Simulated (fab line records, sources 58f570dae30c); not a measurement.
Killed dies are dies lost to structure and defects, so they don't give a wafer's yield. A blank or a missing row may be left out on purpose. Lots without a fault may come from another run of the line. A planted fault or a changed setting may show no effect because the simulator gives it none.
Chamber matching | flow berkeley_cmos170 | UCB170_SPACER_CVD_00 on pecvd-04: 3 sister chambers
The step deposits SiO2 from TEOS/O2, target thk 376 nm, time 47 s. 16 wafers are shown with their chamber, then 8 later ones without.

WAFERS WITH THEIR CHAMBER
wafer  | chamber | heater_power_w (W) | susceptor_temp_C (C) | pressure_mtorr (mTorr)
L714.2 | 2       | 274                | 389.97               | 9016
L714.3 | 1       | 308                | 389.91               | 9035
L714.5 | 2       | 292                | 389.81               | 8998
L718.2 | 0       | 320                | 390.16               | 9009
L718.4 | 0       | 233                | 389.84               | 9024
L718.6 | 2       | 361                | 390.22               | 8980
L725.2 | 0       | 308                | 389.88               | 9003
L725.3 | 2       | 342                | 389.81               | 8992
L725.4 | 0       | 318                | 389.67               | 9003
L722.1 | 0       | 253                | 390.42               | 8996
L722.5 | 1       | 320                | 390.05               | 8985
L722.6 | 0       | 280                | 390.25               | 8988
L728.1 | 0       | 325                | 390.26               | 9000
L728.3 | 2       | 358                | 389.50               | 8994
L728.4 | 0       | 326                | 390.25               | 8996
L731.1 | 2       | 316                | 390.33               | 9010

SIGNATURES (means of the wafers above)
reading          | chamber 0 | chamber 1 | chamber 2 | scatter within a chamber
heater_power_w   | 295.38    | 314.00    | 323.83    | 34.6
susceptor_temp_C | 390.0913  | 389.9800  | 389.9400  | 0.27
pressure_mtorr   | 9002.38   | 9010.00   | 8998.33   | 14.9
Rule: a wafer's distance from a chamber is the root of the sum, over the readings, of the square of ((its reading less the chamber's mean) divided by the reading's scatter). The wafer belongs to the nearest chamber; if the next one is less than 2 further off, it can't be placed. The scatter: the root of (the sum of the squares of (reading less its chamber's mean) over the shown wafers, divided by (wafers less chambers)).

WAFERS WITHOUT THEIR CHAMBER
wafer  | heater_power_w (W) | susceptor_temp_C (C) | pressure_mtorr (mTorr)
L731.3 | 308                | 390.04               | 9004
L731.5 | 331                | 390.20               | 8995
L734.3 | 277                | 390.12               | 9008
L734.4 | 270                | 390.10               | 9016
L734.6 | 295                | 389.73               | 8992
L736.1 | 240                | 390.10               | 9016
L736.4 | 355                | 389.93               | 9025
L736.6 | 253                | 389.74               | 8995

WHICH CHAMBER EACH WENT THROUGH
wafer  | from the rows above          | in truth
L731.3 | can't be placed: 0 or 1 or 2 | 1
L731.5 | can't be placed: 2 or 0 or 1 | 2
L734.3 | can't be placed: 0 or 1 or 2 | 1
L734.4 | can't be placed: 0 or 1 or 2 | 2
L734.6 | can't be placed: 2 or 0 or 1 | 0
L736.1 | can't be placed: 0 or 1 or 2 | 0
L736.4 | can't be placed: 1 or 2 or 0 | 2
L736.6 | can't be placed: 0 or 2 or 1 | 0
Placed correctly: 0 of 8. Can't be placed from these rows: 8 (the true chamber is among the candidates in 8). Placed wrongly: 0.
